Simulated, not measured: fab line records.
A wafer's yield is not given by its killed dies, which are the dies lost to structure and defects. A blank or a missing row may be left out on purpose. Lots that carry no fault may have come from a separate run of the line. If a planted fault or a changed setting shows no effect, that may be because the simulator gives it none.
Which of the tools did it? ; flow berkeley_cmos170 ; 6 lots, 18 wafers sampled, at 1 step of a route of 331

## WHAT THE GAUGES SHOWED, per wafer
UCB170_V1_CD_MEAS_12 targets a cd of 700 nm.
lot;measured;on;cd_nm (nm)
L606;day 7 20:14;cd_sem-02;699.2 699.8 699.6
L609;day 7 23:38;cd_sem-02;700.7 701.1 700.4
L611;day 8 15:09;cd_sem-02;699.0 699.4 699.3
L622;day 10 14:56;cd_sem-01;701.9 701.3 702.1
L625;day 10 20:29;cd_sem-02;701.5 699.7 699.3
L626;day 10 23:20;cd_sem-01;699.3 698.9 698.5

## WHICH TOOL RAN EACH LOT (tool, then ch and the chambers of the sampled wafers, then the start)
The record holds no process step before these readings.

## THE ANSWER, worked out from the rows above alone
Rule: what is usual is taken from the lots themselves. The widest of any qualifying gaps counts: lots, ordered by their means at a reading, are off when they make up no more than a third of the lots, leave a main group of 4 or more, and stand apart from it by 3 or more times the standard deviation of that group's means. A main group whose means are all the same, to the digits that the tables above print for the reading, isn't used. Also off: a lot with no number at a reading for which 4 or more lots have one. Where the step has rows for the other lots, those lots are counted as sound.
None of the lots is off at any reading shown; this tells nothing.

## WHAT THE SIMULATOR HAD PUT IN
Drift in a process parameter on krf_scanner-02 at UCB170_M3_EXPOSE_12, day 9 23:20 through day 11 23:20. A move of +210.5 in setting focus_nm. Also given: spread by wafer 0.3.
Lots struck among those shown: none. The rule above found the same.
